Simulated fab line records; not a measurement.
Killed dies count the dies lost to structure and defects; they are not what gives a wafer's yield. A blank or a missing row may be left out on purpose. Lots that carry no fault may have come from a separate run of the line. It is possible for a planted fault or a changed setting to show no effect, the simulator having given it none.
2 desks, one fault + flow berkeley cmos170 + every desk sees just its own numbers, and what lay behind them comes last

== THE METROLOGY DESK ==
What the gauges read, lot by lot, whatever tool the lot ran on: means of the sampled wafers that have a number. A lot is out of limits, marked OUT, if its mean lies more than 4 standard deviations from the usual mean; the brackets give that distance.
Columns: A = cd nm at UCB170_M2_CD_MEAS_90, usual 700 nm; B = V2_POLISHED_THK at UCB170_V2_THK_MEAS_04, usual 1000.3 nm
| lot  | first seen here | A   | B      |
|------|-----------------|-----|--------|
| L396 | day 8 17:17     | 700 | 1000.5 |
| L398 | day 8 20:55     | 700 | 1001.6 |
| L401 | day 11 02:47    | 699 | 1000.3 |
| L402 | day 11 03:04    | 702 | 999.4  |
| L403 | day 11 03:53    | 697 | 1000.6 |
| L404 | day 11 05:12    | 701 | 1002.0 |
| L405 | day 11 10:29    | 701 | 999.3  |
| L409 | day 12 05:08    | 702 | 999.7  |
| L410 | day 12 14:49    | 698 | 1000.2 |
| L412 | day 12 21:05    | 696 | 1000.4 |
| L414 | day 13 06:46    | 703 | 1000.0 |
| L415 | day 13 11:38    | 698 | 1001.6 |
| L418 | day 13 12:52    | 700 | 997.8  |
| L417 | day 13 13:21    | 693 | 999.9  |
Result from this desk: across the 14 lots, nothing is out of limits.

== DESK OF THE TOOL OWNER: rie diel-01 ==
The tool's own readings at UCB170_M3_ETCH_17 (etches BARC in N2/H2): means of the sampled wafers that have a number, for each lot that ran on this tool. A lot is out of limits, marked OUT, if its mean lies more than 4 standard deviations from the usual mean; the brackets give that distance.
Columns: A = drypump motor current A at UCB170_M3_ETCH_17, usual 5.6 A; B = n2 flow sccm at UCB170_M3_ETCH_17, usual 100.00 sccm; C = oes product au at UCB170_M3_ETCH_17, usual 1.007 a.u.; D = throttle valve pct at UCB170_M3_ETCH_17, usual 13.32 %
| lot  | first seen here | A   | B      | C                | D     |
|------|-----------------|-----|--------|------------------|-------|
| L401 | day 11 15:57    | 5.4 | 99.71  | 1.010            | 13.28 |
| L405 | day 11 19:39    | 5.6 | 100.16 | 1.010            | 13.32 |
| L409 | day 12 14:07    | 5.7 | 99.96  | 0.910 (-5.7) OUT | 13.37 |
| L410 | day 12 19:43    | 5.5 | 100.07 | 0.918 (-5.3) OUT | 13.23 |
This desk's verdict: out of limits on L409, L410, starting with L409 at day 12 14:07 (oes product au at UCB170_M3_ETCH_17). In limits: L401, L405.

== TAKEN TOGETHER ==
An alarm could have come from the tool owner's desk at day 12 14:07, on L409, L410.
From the metrology desk's view, nothing was out of limits.
The metrology desk has L409, L410 on record, within its limits.
The lots listed all ran UCB170_M3_ETCH_17 on rie diel-01.

== WHAT HAD BEEN PUT IN BY THE SIMULATOR ==
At UCB170_M3_ETCH_17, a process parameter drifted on rie diel-01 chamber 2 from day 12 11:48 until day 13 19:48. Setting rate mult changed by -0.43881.
Shown lots that were struck: L409, L410.
Hours from the fault's start to each desk's first reading out of limits: the tool owner's desk, 2.
